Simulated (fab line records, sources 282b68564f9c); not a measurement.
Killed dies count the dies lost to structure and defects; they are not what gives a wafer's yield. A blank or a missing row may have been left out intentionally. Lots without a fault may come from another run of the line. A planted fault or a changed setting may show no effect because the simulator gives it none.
fab line records || flow ritCmos
[record] {"lots": 14, "wafers": 42, "lastDay": 7}
route steps=202 shown NRETRO@59 FOX2@80 NSD@138 NLDD@160
lots with no fault: from the same line, run without faults
startH: start of the lot's first displayed wafer, in hours after the record's first day || waitH: hours from the lot's prior step to this one || " repeats the value in the row above || L1.1+2: a row that stands for several wafers || - no value, or no start was given || * or withheld: withheld || < > ~ a bound
route shown NAME@n: a module of which the file shows steps, and the number in the route of the first || usual: average and standard deviation across the fault-free wafers || same: alike in all rows || chamber/n: place in a boat || sites: each site's reading || _std_site: how widely they spread, as a standard deviation || _edge_site: outer sites' mean less inner sites' || radiusMm: how far each site lies from the wafer's centre || mask NAME#n: copy n || behind: the last tool/chamber to shape the wafer || hold: what put the lot on hold/how long, in hours/how the hold closed || device: the n, p or np transistor that did not switch || end of line: at the end of the route, the tests of the same wafers || step lacking rows: just its recipe || killed: the dies lost at the first sort to structure and to defects; this is not the yield of the wafer || map: dies across one wafer; x = killed, . = not, _ = none there
set.NAME: the setting the step ran with; set.NAME@STEP: the setting that earlier step ran with || model.NAME: the simulator's own value behind a step, which no gauge read
steps of the route over a sample of lots; a table a step, a row a wafer
[[steps]]
[step RIT_NRETRO_OVL_MEAS_06]
[usual] {"NRETRO_OVL": "0.7/1.5"}
{"lot.wafer": "L615.4", "tool": "overlay-01", "chamber": "-", "startH": 30.82, "waitH": "-", "NRETRO_OVL[nm]": 3.5}
{"lot.wafer": "L615.5", "tool": "overlay-01", "chamber": "-", "startH": 30.82, "waitH": "-", "NRETRO_OVL[nm]": 2.4}
{"lot.wafer": "L615.6", "tool": "overlay-01", "chamber": "-", "startH": 30.82, "waitH": "-", "NRETRO_OVL[nm]": 1.0}
{"lot.wafer": "L616.4", "tool": "overlay-01", "chamber": "-", "startH": 36.23, "waitH": "-", "NRETRO_OVL[nm]": -1.6}
{"lot.wafer": "L616.5", "tool": "overlay-01", "chamber": "-", "startH": 36.23, "waitH": "-", "NRETRO_OVL[nm]": -0.6}
{"lot.wafer": "L616.6", "tool": "overlay-01", "chamber": "-", "startH": 36.23, "waitH": "-", "NRETRO_OVL[nm]": 0.3}
{"lot.wafer": "L618.2", "tool": "overlay-01", "chamber": "-", "startH": 46.34, "waitH": "-", "NRETRO_OVL[nm]": 0.5}
{"lot.wafer": "L618.4", "tool": "overlay-01", "chamber": "-", "startH": 46.34, "waitH": "-", "NRETRO_OVL[nm]": -1.3}
{"lot.wafer": "L618.5", "tool": "overlay-01", "chamber": "-", "startH": 46.34, "waitH": "-", "NRETRO_OVL[nm]": -0.7}
{"lot.wafer": "L619.1", "tool": "overlay-01", "chamber": "-", "startH": 51.55, "waitH": "-", "NRETRO_OVL[nm]": 0.0}
{"lot.wafer": "L619.2", "tool": "overlay-01", "chamber": "-", "startH": 51.55, "waitH": "-", "NRETRO_OVL[nm]": -0.3}
{"lot.wafer": "L619.4", "tool": "overlay-01", "chamber": "-", "startH": 51.55, "waitH": "-", "NRETRO_OVL[nm]": 0.0}
{"lot.wafer": "L620.1", "tool": "overlay-01", "chamber": "-", "startH": 56.79, "waitH": "-", "NRETRO_OVL[nm]": 2.9}
{"lot.wafer": "L620.2", "tool": "overlay-01", "chamber": "-", "startH": 56.79, "waitH": "-", "NRETRO_OVL[nm]": 0.0}
{"lot.wafer": "L620.4", "tool": "overlay-01", "chamber": "-", "startH": 56.79, "waitH": "-", "NRETRO_OVL[nm]": 1.5}
{"lot.wafer": "L621.3", "tool": "overlay-01", "chamber": "-", "startH": 62.26, "waitH": "-", "NRETRO_OVL[nm]": -1.5}
{"lot.wafer": "L621.5", "tool": "overlay-01", "chamber": "-", "startH": 62.26, "waitH": "-", "NRETRO_OVL[nm]": 0.1}
{"lot.wafer": "L621.6", "tool": "overlay-01", "chamber": "-", "startH": 62.26, "waitH": "-", "NRETRO_OVL[nm]": 1.9}
{"lot.wafer": "L624.2", "tool": "overlay-01", "chamber": "-", "startH": 78.39, "waitH": "-", "NRETRO_OVL[nm]": 1.7}
{"lot.wafer": "L624.5", "tool": "overlay-01", "chamber": "-", "startH": 78.39, "waitH": "-", "NRETRO_OVL[nm]": 1.3}
{"lot.wafer": "L624.6", "tool": "overlay-01", "chamber": "-", "startH": 78.39, "waitH": "-", "NRETRO_OVL[nm]": 0.5}
{"lot.wafer": "L625.2", "tool": "overlay-01", "chamber": "-", "startH": 83.85, "waitH": "-", "NRETRO_OVL[nm]": -0.3}
{"lot.wafer": "L625.3", "tool": "overlay-01", "chamber": "-", "startH": 83.85, "waitH": "-", "NRETRO_OVL[nm]": 1.5}
{"lot.wafer": "L625.4", "tool": "overlay-01", "chamber": "-", "startH": 83.85, "waitH": "-", "NRETRO_OVL[nm]": 1.8}
{"lot.wafer": "L628.2", "tool": "overlay-02", "chamber": "-", "startH": 97.01, "waitH": "-", "NRETRO_OVL[nm]": 1.7}
{"lot.wafer": "L628.3", "tool": "overlay-02", "chamber": "-", "startH": 97.01, "waitH": "-", "NRETRO_OVL[nm]": 1.3}
{"lot.wafer": "L628.6", "tool": "overlay-02", "chamber": "-", "startH": 97.01, "waitH": "-", "NRETRO_OVL[nm]": 3.0}
{"lot.wafer": "L629.1", "tool": "overlay-01", "chamber": "-", "startH": 101.97, "waitH": "-", "NRETRO_OVL[nm]": -0.5}
{"lot.wafer": "L629.3", "tool": "overlay-01", "chamber": "-", "startH": 101.97, "waitH": "-", "NRETRO_OVL[nm]": 0.1}
{"lot.wafer": "L629.4", "tool": "overlay-01", "chamber": "-", "startH": 101.97, "waitH": "-", "NRETRO_OVL[nm]": -0.5}
{"lot.wafer": "L631.3", "tool": "overlay-02", "chamber": "-", "startH": 112.31, "waitH": "-", "NRETRO_OVL[nm]": 0.5}
{"lot.wafer": "L631.5", "tool": "overlay-02", "chamber": "-", "startH": 112.31, "waitH": "-", "NRETRO_OVL[nm]": 1.7}
{"lot.wafer": "L631.6", "tool": "overlay-02", "chamber": "-", "startH": 112.31, "waitH": "-", "NRETRO_OVL[nm]": 2.0}
{"lot.wafer": "L635.2", "tool": "overlay-01", "chamber": "-", "startH": 130.09, "waitH": "-", "NRETRO_OVL[nm]": 1.7}
{"lot.wafer": "L635.4", "tool": "overlay-01", "chamber": "-", "startH": 130.09, "waitH": "-", "NRETRO_OVL[nm]": -1.2}
{"lot.wafer": "L635.5", "tool": "overlay-01", "chamber": "-", "startH": 130.09, "waitH": "-", "NRETRO_OVL[nm]": -0.1}
{"lot.wafer": "L636.2", "tool": "overlay-02", "chamber": "-", "startH": 135.93, "waitH": "-", "NRETRO_OVL[nm]": 4.6}
{"lot.wafer": "L636.5", "tool": "overlay-02", "chamber": "-", "startH": 135.93, "waitH": "-", "NRETRO_OVL[nm]": 2.9}
{"lot.wafer": "L636.6", "tool": "overlay-02", "chamber": "-", "startH": 135.93, "waitH": "-", "NRETRO_OVL[nm]": 2.4}
{"lot.wafer": "L637.1", "tool": "overlay-01", "chamber": "-", "startH": 141.06, "waitH": "-", "NRETRO_OVL[nm]": 3.6}
{"lot.wafer": "L637.3", "tool": "overlay-01", "chamber": "-", "startH": 141.06, "waitH": "-", "NRETRO_OVL[nm]": 1.6}
{"lot.wafer": "L637.6", "tool": "overlay-01", "chamber": "-", "startH": 141.06, "waitH": "-", "NRETRO_OVL[nm]": 0.4}
[step RIT_FOX2_THK_MEAS_91]
[recipe] {"reads": "SiO2_of_FOX2_OXIDATION_00"}
[usual] {"FIELD_OXIDE_LEFT_2_THK": "256/6.5"}
{"lot.wafer": "L615.4", "tool": "filmMetro-04", "chamber": "-", "startH": 33.69, "waitH": 0.0, "FIELD_OXIDE_LEFT_2_THK[nm]": 265}
{"lot.wafer": "L615.5", "tool": "filmMetro-04", "chamber": "-", "startH": 33.69, "waitH": 0.0, "FIELD_OXIDE_LEFT_2_THK[nm]": 257}
{"lot.wafer": "L615.6", "tool": "filmMetro-04", "chamber": "-", "startH": 33.69, "waitH": 0.0, "FIELD_OXIDE_LEFT_2_THK[nm]": 266}
{"lot.wafer": "L616.4", "tool": "filmMetro-01", "chamber": "-", "startH": 39.03, "waitH": 0.0, "FIELD_OXIDE_LEFT_2_THK[nm]": 259}
{"lot.wafer": "L616.5", "tool": "filmMetro-01", "chamber": "-", "startH": 39.03, "waitH": 0.0, "FIELD_OXIDE_LEFT_2_THK[nm]": 254}
{"lot.wafer": "L616.6", "tool": "filmMetro-01", "chamber": "-", "startH": 39.03, "waitH": 0.0, "FIELD_OXIDE_LEFT_2_THK[nm]": 257}
{"lot.wafer": "L618.2", "tool": "filmMetro-01", "chamber": "-", "startH": 49.04, "waitH": 0.0, "FIELD_OXIDE_LEFT_2_THK[nm]": 249}
{"lot.wafer": "L618.4", "tool": "filmMetro-01", "chamber": "-", "startH": 49.04, "waitH": 0.0, "FIELD_OXIDE_LEFT_2_THK[nm]": 256}
{"lot.wafer": "L618.5", "tool": "filmMetro-01", "chamber": "-", "startH": 49.04, "waitH": 0.0, "FIELD_OXIDE_LEFT_2_THK[nm]": 254}
{"lot.wafer": "L619.1", "tool": "filmMetro-04", "chamber": "-", "startH": 54.19, "waitH": 0.0, "FIELD_OXIDE_LEFT_2_THK[nm]": 254}
{"lot.wafer": "L619.2", "tool": "filmMetro-04", "chamber": "-", "startH": 54.19, "waitH": 0.0, "FIELD_OXIDE_LEFT_2_THK[nm]": 248}
{"lot.wafer": "L619.4", "tool": "filmMetro-04", "chamber": "-", "startH": 54.19, "waitH": 0.0, "FIELD_OXIDE_LEFT_2_THK[nm]": 250}
{"lot.wafer": "L620.1", "tool": "filmMetro-04", "chamber": "-", "startH": 59.56, "waitH": 0.0, "FIELD_OXIDE_LEFT_2_THK[nm]": 258}
{"lot.wafer": "L620.2", "tool": "filmMetro-04", "chamber": "-", "startH": 59.56, "waitH": 0.0, "FIELD_OXIDE_LEFT_2_THK[nm]": 260}
{"lot.wafer": "L620.4", "tool": "filmMetro-04", "chamber": "-", "startH": 59.56, "waitH": 0.0, "FIELD_OXIDE_LEFT_2_THK[nm]": 255}
{"lot.wafer": "L621.3", "tool": "filmMetro-03", "chamber": "-", "startH": 65.36, "waitH": 0.0, "FIELD_OXIDE_LEFT_2_THK[nm]": 259}
{"lot.wafer": "L621.5", "tool": "filmMetro-03", "chamber": "-", "startH": 65.36, "waitH": 0.0, "FIELD_OXIDE_LEFT_2_THK[nm]": 252}
{"lot.wafer": "L621.6", "tool": "filmMetro-03", "chamber": "-", "startH": 65.36, "waitH": 0.0, "FIELD_OXIDE_LEFT_2_THK[nm]": 258}
{"lot.wafer": "L624.2", "tool": "filmMetro-03", "chamber": "-", "startH": 81.03, "waitH": 0.0, "FIELD_OXIDE_LEFT_2_THK[nm]": 252}
{"lot.wafer": "L624.5", "tool": "filmMetro-03", "chamber": "-", "startH": 81.03, "waitH": 0.0, "FIELD_OXIDE_LEFT_2_THK[nm]": 249}
{"lot.wafer": "L624.6", "tool": "filmMetro-03", "chamber": "-", "startH": 81.03, "waitH": 0.0, "FIELD_OXIDE_LEFT_2_THK[nm]": 250}
{"lot.wafer": "L625.2", "tool": "filmMetro-04", "chamber": "-", "startH": 86.69, "waitH": 0.0, "FIELD_OXIDE_LEFT_2_THK[nm]": 260}
{"lot.wafer": "L625.3", "tool": "filmMetro-04", "chamber": "-", "startH": 86.69, "waitH": 0.0, "FIELD_OXIDE_LEFT_2_THK[nm]": 252}
{"lot.wafer": "L625.4", "tool": "filmMetro-04", "chamber": "-", "startH": 86.69, "waitH": 0.0, "FIELD_OXIDE_LEFT_2_THK[nm]": 254}
{"lot.wafer": "L628.2", "tool": "filmMetro-04", "chamber": "-", "startH": 99.93, "waitH": 0.0, "FIELD_OXIDE_LEFT_2_THK[nm]": 262}
{"lot.wafer": "L628.3", "tool": "filmMetro-04", "chamber": "-", "startH": 99.93, "waitH": 0.0, "FIELD_OXIDE_LEFT_2_THK[nm]": 261}
{"lot.wafer": "L628.6", "tool": "filmMetro-04", "chamber": "-", "startH": 99.93, "waitH": 0.0, "FIELD_OXIDE_LEFT_2_THK[nm]": 262}
{"lot.wafer": "L629.1", "tool": "filmMetro-04", "chamber": "-", "startH": 104.82, "waitH": 0.0, "FIELD_OXIDE_LEFT_2_THK[nm]": 253}
{"lot.wafer": "L629.3", "tool": "filmMetro-04", "chamber": "-", "startH": 104.82, "waitH": 0.0, "FIELD_OXIDE_LEFT_2_THK[nm]": 251}
{"lot.wafer": "L629.4", "tool": "filmMetro-04", "chamber": "-", "startH": 104.82, "waitH": 0.0, "FIELD_OXIDE_LEFT_2_THK[nm]": 256}
{"lot.wafer": "L631.3", "tool": "filmMetro-01", "chamber": "-", "startH": 114.97, "waitH": 0.0, "FIELD_OXIDE_LEFT_2_THK[nm]": 269}
{"lot.wafer": "L631.5", "tool": "filmMetro-01", "chamber": "-", "startH": 114.97, "waitH": 0.0, "FIELD_OXIDE_LEFT_2_THK[nm]": 271}
{"lot.wafer": "L631.6", "tool": "filmMetro-01", "chamber": "-", "startH": 114.97, "waitH": 0.0, "FIELD_OXIDE_LEFT_2_THK[nm]": 271}
{"lot.wafer": "L635.2", "tool": "filmMetro-01", "chamber": "-", "startH": 132.75, "waitH": 0.0, "FIELD_OXIDE_LEFT_2_THK[nm]": 254}
{"lot.wafer": "L635.4", "tool": "filmMetro-01", "chamber": "-", "startH": 132.75, "waitH": 0.0, "FIELD_OXIDE_LEFT_2_THK[nm]": 255}
{"lot.wafer": "L635.5", "tool": "filmMetro-01", "chamber": "-", "startH": 132.75, "waitH": 0.0, "FIELD_OXIDE_LEFT_2_THK[nm]": 256}
{"lot.wafer": "L636.2", "tool": "filmMetro-03", "chamber": "-", "startH": 138.61, "waitH": 0.0, "FIELD_OXIDE_LEFT_2_THK[nm]": 267}
{"lot.wafer": "L636.5", "tool": "filmMetro-03", "chamber": "-", "startH": 138.61, "waitH": 0.0, "FIELD_OXIDE_LEFT_2_THK[nm]": 268}
{"lot.wafer": "L636.6", "tool": "filmMetro-03", "chamber": "-", "startH": 138.61, "waitH": 0.0, "FIELD_OXIDE_LEFT_2_THK[nm]": 262}
{"lot.wafer": "L637.1", "tool": "filmMetro-03", "chamber": "-", "startH": 143.81, "waitH": 0.0, "FIELD_OXIDE_LEFT_2_THK[nm]": 254}
{"lot.wafer": "L637.3", "tool": "filmMetro-03", "chamber": "-", "startH": 143.81, "waitH": 0.0, "FIELD_OXIDE_LEFT_2_THK[nm]": 254}
{"lot.wafer": "L637.6", "tool": "filmMetro-03", "chamber": "-", "startH": 143.81, "waitH": 0.0, "FIELD_OXIDE_LEFT_2_THK[nm]": 249}
[step RIT_NSD_HARDBAKE_07]
[recipe] {"resist": "NOVOLAK", "tempC": 140, "timeS": 60}
[usual] {"heaterPowerTotalW": "62.54/0.054", "plateTempC": "139.99/0.14"}
{"lot.wafer": "L615.4", "tool": "lithoTrack-01", "chamber": 0, "startH": 53.34, "waitH": 0.1, "heaterPowerTotalW": 62.46, "plateTempC": 139.95}
{"lot.wafer": "L615.5", "tool": "lithoTrack-01", "chamber": 0, "startH": 53.34, "waitH": 0.1, "heaterPowerTotalW": 62.46, "plateTempC": 139.88}
{"lot.wafer": "L615.6", "tool": "lithoTrack-01", "chamber": 0, "startH": 53.34, "waitH": 0.1, "heaterPowerTotalW": 62.65, "plateTempC": 140.26}
{"lot.wafer": "L616.4", "tool": "lithoTrack-03", "chamber": 0, "startH": 59.22, "waitH": 0.1, "heaterPowerTotalW": 62.50, "plateTempC": 140.13}
{"lot.wafer": "L616.5", "tool": "lithoTrack-03", "chamber": 0, "startH": 59.22, "waitH": 0.1, "heaterPowerTotalW": 62.56, "plateTempC": 140.23}
{"lot.wafer": "L616.6", "tool": "lithoTrack-03", "chamber": 0, "startH": 59.22, "waitH": 0.1, "heaterPowerTotalW": 62.55, "plateTempC": 140.13}
{"lot.wafer": "L618.2", "tool": "lithoTrack-01", "chamber": 0, "startH": 68.80, "waitH": 0.0, "heaterPowerTotalW": 62.49, "plateTempC": 139.85}
{"lot.wafer": "L618.4", "tool": "lithoTrack-01", "chamber": 0, "startH": 68.80, "waitH": 0.0, "heaterPowerTotalW": 62.57, "plateTempC": 140.02}
{"lot.wafer": "L618.5", "tool": "lithoTrack-01", "chamber": 0, "startH": 68.80, "waitH": 0.0, "heaterPowerTotalW": 62.54, "plateTempC": 139.96}
{"lot.wafer": "L619.1", "tool": "lithoTrack-01", "chamber": 0, "startH": 73.48, "waitH": 0.0, "heaterPowerTotalW": 62.49, "plateTempC": 140.09}
{"lot.wafer": "L619.2", "tool": "lithoTrack-01", "chamber": 0, "startH": 73.48, "waitH": 0.0, "heaterPowerTotalW": 62.51, "plateTempC": 140.13}
{"lot.wafer": "L619.4", "tool": "lithoTrack-01", "chamber": 0, "startH": 73.48, "waitH": 0.0, "heaterPowerTotalW": 62.47, "plateTempC": 140.17}
{"lot.wafer": "L620.1", "tool": "lithoTrack-01", "chamber": 0, "startH": 78.24, "waitH": 0.1, "heaterPowerTotalW": 62.58, "plateTempC": 139.92}
{"lot.wafer": "L620.2", "tool": "lithoTrack-01", "chamber": 0, "startH": 78.24, "waitH": 0.1, "heaterPowerTotalW": 62.49, "plateTempC": 139.96}
{"lot.wafer": "L620.4", "tool": "lithoTrack-01", "chamber": 0, "startH": 78.24, "waitH": 0.1, "heaterPowerTotalW": 62.57, "plateTempC": 140.13}
{"lot.wafer": "L621.3", "tool": "lithoTrack-01", "chamber": 0, "startH": 84.52, "waitH": 0.1, "heaterPowerTotalW": 62.50, "plateTempC": 140.20}
{"lot.wafer": "L621.5", "tool": "lithoTrack-01", "chamber": 0, "startH": 84.52, "waitH": 0.1, "heaterPowerTotalW": 62.52, "plateTempC": 140.10}
{"lot.wafer": "L621.6", "tool": "lithoTrack-01", "chamber": 0, "startH": 84.52, "waitH": 0.1, "heaterPowerTotalW": 62.55, "plateTempC": 139.94}
{"lot.wafer": "L624.2", "tool": "lithoTrack-01", "chamber": 0, "startH": 98.62, "waitH": 0.0, "heaterPowerTotalW": 62.57, "plateTempC": 140.07}
{"lot.wafer": "L624.5", "tool": "lithoTrack-01", "chamber": 0, "startH": 98.62, "waitH": 0.0, "heaterPowerTotalW": 62.55, "plateTempC": 140.20}
{"lot.wafer": "L624.6", "tool": "lithoTrack-01", "chamber": 0, "startH": 98.62, "waitH": 0.0, "heaterPowerTotalW": 62.64, "plateTempC": 139.93}
{"lot.wafer": "L625.2", "tool": "lithoTrack-01", "chamber": 0, "startH": 104.81, "waitH": 0.0, "heaterPowerTotalW": 62.66, "plateTempC": 140.00}
{"lot.wafer": "L625.3", "tool": "lithoTrack-01", "chamber": 0, "startH": 104.81, "waitH": 0.0, "heaterPowerTotalW": 62.53, "plateTempC": 139.79}
{"lot.wafer": "L625.4", "tool": "lithoTrack-01", "chamber": 0, "startH": 104.81, "waitH": 0.0, "heaterPowerTotalW": 62.55, "plateTempC": 140.00}
{"lot.wafer": "L628.2", "tool": "lithoTrack-03", "chamber": 0, "startH": 116.05, "waitH": 0.0, "heaterPowerTotalW": 60.01, "plateTempC": 135.54}
{"lot.wafer": "L628.3", "tool": "lithoTrack-03", "chamber": 0, "startH": 116.05, "waitH": 0.0, "heaterPowerTotalW": 60.07, "plateTempC": 135.48}
{"lot.wafer": "L628.6", "tool": "lithoTrack-03", "chamber": 0, "startH": 116.05, "waitH": 0.0, "heaterPowerTotalW": 59.99, "plateTempC": 135.51}
{"lot.wafer": "L629.1", "tool": "lithoTrack-03", "chamber": 0, "startH": 123.37, "waitH": 0.2, "heaterPowerTotalW": 60.07, "plateTempC": 135.58}
{"lot.wafer": "L629.3", "tool": "lithoTrack-03", "chamber": 0, "startH": 123.37, "waitH": 0.2, "heaterPowerTotalW": 60.05, "plateTempC": 135.54}
{"lot.wafer": "L629.4", "tool": "lithoTrack-03", "chamber": 0, "startH": 123.37, "waitH": 0.2, "heaterPowerTotalW": 60.02, "plateTempC": 135.61}
{"lot.wafer": "L631.3", "tool": "lithoTrack-02", "chamber": 0, "startH": 131.78, "waitH": 0.1, "heaterPowerTotalW": 62.52, "plateTempC": 139.95}
{"lot.wafer": "L631.5", "tool": "lithoTrack-02", "chamber": 0, "startH": 131.78, "waitH": 0.1, "heaterPowerTotalW": 62.51, "plateTempC": 139.99}
{"lot.wafer": "L631.6", "tool": "lithoTrack-02", "chamber": 0, "startH": 131.78, "waitH": 0.1, "heaterPowerTotalW": 62.50, "plateTempC": 140.04}
{"lot.wafer": "L635.2", "tool": "lithoTrack-02", "chamber": 0, "startH": 148.83, "waitH": 0.0, "heaterPowerTotalW": 62.44, "plateTempC": 139.89}
{"lot.wafer": "L635.4", "tool": "lithoTrack-02", "chamber": 0, "startH": 148.83, "waitH": 0.0, "heaterPowerTotalW": 62.53, "plateTempC": 139.68}
{"lot.wafer": "L635.5", "tool": "lithoTrack-02", "chamber": 0, "startH": 148.83, "waitH": 0.0, "heaterPowerTotalW": 62.48, "plateTempC": 139.94}
{"lot.wafer": "L636.2", "tool": "lithoTrack-01", "chamber": 0, "startH": 156.12, "waitH": 0.0, "heaterPowerTotalW": 62.55, "plateTempC": 140.01}
{"lot.wafer": "L636.5", "tool": "lithoTrack-01", "chamber": 0, "startH": 156.12, "waitH": 0.0, "heaterPowerTotalW": 62.48, "plateTempC": 139.86}
{"lot.wafer": "L636.6", "tool": "lithoTrack-01", "chamber": 0, "startH": 156.12, "waitH": 0.0, "heaterPowerTotalW": 62.56, "plateTempC": 140.00}
{"lot.wafer": "L637.1", "tool": "lithoTrack-01", "chamber": 0, "startH": 160.09, "waitH": 0.0, "heaterPowerTotalW": 62.58, "plateTempC": 140.04}
{"lot.wafer": "L637.3", "tool": "lithoTrack-01", "chamber": 0, "startH": 160.09, "waitH": 0.0, "heaterPowerTotalW": 62.61, "plateTempC": 140.21}
{"lot.wafer": "L637.6", "tool": "lithoTrack-01", "chamber": 0, "startH": 160.09, "waitH": 0.0, "heaterPowerTotalW": 62.55, "plateTempC": 139.99}
[step RIT_SDANNEAL_RS_MEAS_07]
[recipe] {"thkMeasGauge": "four-point-probe"}
[usual] {"NLDD_RS": "151.6/0.53"}
{"lot.wafer": "L615.4", "tool": "filmMetro-03", "chamber": "-", "startH": 56.07, "waitH": 0.1, "NLDD_RS[ohm/sq]": 151.0}
{"lot.wafer": "L615.5", "tool": "filmMetro-03", "chamber": "-", "startH": 56.07, "waitH": 0.1, "NLDD_RS[ohm/sq]": 151.2}
{"lot.wafer": "L615.6", "tool": "filmMetro-03", "chamber": "-", "startH": 56.07, "waitH": 0.1, "NLDD_RS[ohm/sq]": 151.1}
{"lot.wafer": "L616.4", "tool": "filmMetro-01", "chamber": "-", "startH": 62.14, "waitH": 0.1, "NLDD_RS[ohm/sq]": 151.6}
{"lot.wafer": "L616.5", "tool": "filmMetro-01", "chamber": "-", "startH": 62.14, "waitH": 0.1, "NLDD_RS[ohm/sq]": 152.0}
{"lot.wafer": "L616.6", "tool": "filmMetro-01", "chamber": "-", "startH": 62.14, "waitH": 0.1, "NLDD_RS[ohm/sq]": 151.3}
{"lot.wafer": "L618.2", "tool": "filmMetro-02", "chamber": "-", "startH": 71.66, "waitH": 0.1, "NLDD_RS[ohm/sq]": 152.0}
{"lot.wafer": "L618.4", "tool": "filmMetro-02", "chamber": "-", "startH": 71.66, "waitH": 0.1, "NLDD_RS[ohm/sq]": 152.1}
{"lot.wafer": "L618.5", "tool": "filmMetro-02", "chamber": "-", "startH": 71.66, "waitH": 0.1, "NLDD_RS[ohm/sq]": 152.3}
{"lot.wafer": "L619.1", "tool": "filmMetro-02", "chamber": "-", "startH": 76.22, "waitH": 0.1, "NLDD_RS[ohm/sq]": 151.9}
{"lot.wafer": "L619.2", "tool": "filmMetro-02", "chamber": "-", "startH": 76.22, "waitH": 0.1, "NLDD_RS[ohm/sq]": 151.8}
{"lot.wafer": "L619.4", "tool": "filmMetro-02", "chamber": "-", "startH": 76.22, "waitH": 0.1, "NLDD_RS[ohm/sq]": 151.5}
{"lot.wafer": "L620.1", "tool": "filmMetro-01", "chamber": "-", "startH": 81.02, "waitH": 0.1, "NLDD_RS[ohm/sq]": 151.3}
{"lot.wafer": "L620.2", "tool": "filmMetro-01", "chamber": "-", "startH": 81.02, "waitH": 0.1, "NLDD_RS[ohm/sq]": 151.6}
{"lot.wafer": "L620.4", "tool": "filmMetro-01", "chamber": "-", "startH": 81.02, "waitH": 0.1, "NLDD_RS[ohm/sq]": 151.0}
{"lot.wafer": "L621.3", "tool": "filmMetro-01", "chamber": "-", "startH": 87.50, "waitH": 0.1, "NLDD_RS[ohm/sq]": 150.8}
{"lot.wafer": "L621.5", "tool": "filmMetro-01", "chamber": "-", "startH": 87.50, "waitH": 0.1, "NLDD_RS[ohm/sq]": 151.0}
{"lot.wafer": "L621.6", "tool": "filmMetro-01", "chamber": "-", "startH": 87.50, "waitH": 0.1, "NLDD_RS[ohm/sq]": 151.2}
{"lot.wafer": "L624.2", "tool": "filmMetro-02", "chamber": "-", "startH": 101.48, "waitH": 0.1, "NLDD_RS[ohm/sq]": 151.9}
{"lot.wafer": "L624.5", "tool": "filmMetro-02", "chamber": "-", "startH": 101.48, "waitH": 0.1, "NLDD_RS[ohm/sq]": 151.6}
{"lot.wafer": "L624.6", "tool": "filmMetro-02", "chamber": "-", "startH": 101.48, "waitH": 0.1, "NLDD_RS[ohm/sq]": 150.8}
{"lot.wafer": "L625.2", "tool": "filmMetro-02", "chamber": "-", "startH": 107.69, "waitH": 0.1, "NLDD_RS[ohm/sq]": 152.2}
{"lot.wafer": "L625.3", "tool": "filmMetro-02", "chamber": "-", "startH": 107.69, "waitH": 0.1, "NLDD_RS[ohm/sq]": 152.1}
{"lot.wafer": "L625.4", "tool": "filmMetro-02", "chamber": "-", "startH": 107.69, "waitH": 0.1, "NLDD_RS[ohm/sq]": 152.0}
{"lot.wafer": "L628.2", "tool": "filmMetro-01", "chamber": "-", "startH": 118.91, "waitH": 0.1, "NLDD_RS[ohm/sq]": 152.4}
{"lot.wafer": "L628.3", "tool": "filmMetro-01", "chamber": "-", "startH": 118.91, "waitH": 0.1, "NLDD_RS[ohm/sq]": 152.4}
{"lot.wafer": "L628.6", "tool": "filmMetro-01", "chamber": "-", "startH": 118.91, "waitH": 0.1, "NLDD_RS[ohm/sq]": 152.0}
{"lot.wafer": "L629.1", "tool": "filmMetro-02", "chamber": "-", "startH": 126.11, "waitH": 0.1, "NLDD_RS[ohm/sq]": 152.1}
{"lot.wafer": "L629.3", "tool": "filmMetro-02", "chamber": "-", "startH": 126.11, "waitH": 0.1, "NLDD_RS[ohm/sq]": 152.3}
{"lot.wafer": "L629.4", "tool": "filmMetro-02", "chamber": "-", "startH": 126.11, "waitH": 0.1, "NLDD_RS[ohm/sq]": 152.1}
{"lot.wafer": "L631.3", "tool": "filmMetro-01", "chamber": "-", "startH": 134.51, "waitH": 0.1, "NLDD_RS[ohm/sq]": 151.2}
{"lot.wafer": "L631.5", "tool": "filmMetro-01", "chamber": "-", "startH": 134.51, "waitH": 0.1, "NLDD_RS[ohm/sq]": 151.3}
{"lot.wafer": "L631.6", "tool": "filmMetro-01", "chamber": "-", "startH": 134.51, "waitH": 0.1, "NLDD_RS[ohm/sq]": 151.0}
{"lot.wafer": "L635.2", "tool": "filmMetro-01", "chamber": "-", "startH": 151.64, "waitH": 0.1, "NLDD_RS[ohm/sq]": 152.1}
{"lot.wafer": "L635.4", "tool": "filmMetro-01", "chamber": "-", "startH": 151.64, "waitH": 0.1, "NLDD_RS[ohm/sq]": 151.7}
{"lot.wafer": "L635.5", "tool": "filmMetro-01", "chamber": "-", "startH": 151.64, "waitH": 0.1, "NLDD_RS[ohm/sq]": 151.8}
{"lot.wafer": "L636.2", "tool": "filmMetro-03", "chamber": "-", "startH": 158.93, "waitH": 0.1, "NLDD_RS[ohm/sq]": 151.2}
{"lot.wafer": "L636.5", "tool": "filmMetro-03", "chamber": "-", "startH": 158.93, "waitH": 0.1, "NLDD_RS[ohm/sq]": 151.5}
{"lot.wafer": "L636.6", "tool": "filmMetro-03", "chamber": "-", "startH": 158.93, "waitH": 0.1, "NLDD_RS[ohm/sq]": 151.2}
{"lot.wafer": "L637.1", "tool": "filmMetro-01", "chamber": "-", "startH": 162.95, "waitH": 0.1, "NLDD_RS[ohm/sq]": 151.5}
{"lot.wafer": "L637.3", "tool": "filmMetro-01", "chamber": "-", "startH": 162.95, "waitH": 0.1, "NLDD_RS[ohm/sq]": 152.4}
{"lot.wafer": "L637.6", "tool": "filmMetro-01", "chamber": "-", "startH": 162.95, "waitH": 0.1, "NLDD_RS[ohm/sq]": 151.6}
[[key]]
[firstSign] {"step": "RIT_NSD_HARDBAKE_07", "reading": "heaterPowerTotalW", "direction": "down", "sigmas": 46, "usual": 62.54, "struck": 60.04}
[effect] {"step": "RIT_NSD_HARDBAKE_07", "reading": "plateTempC", "direction": "down", "sigmas": 31, "usual": "*", "struck": "*"}
metAt RIT_NSD_HARDBAKE_07
struckLots L628,L629
testerLeftOut L628,L629
notActingAt RIT_NRETRO_OVL_MEAS_06,RIT_FOX2_THK_MEAS_91,RIT_SDANNEAL_RS_MEAS_07
onsetBetween 59.22 116.05
[fault] {"kind": "processParameterDrift", "tool": "lithoTrack-03", "chamber": "-", "onsetH": 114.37, "steps": "RIT_NSD_HARDBAKE_07", "channel": "tempC", "offset": "*", "shape": "step", "endH": 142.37, "actsIn": "*", "stated": "*"}
// testerLeftOut: of these lots the tester's yield and bins aren't shown, on N5 and GAA mostly nor the transistor test; their killed dies are dies lost to structure and defects alone, not to doping, threshold or leakage, so they don't give the yield
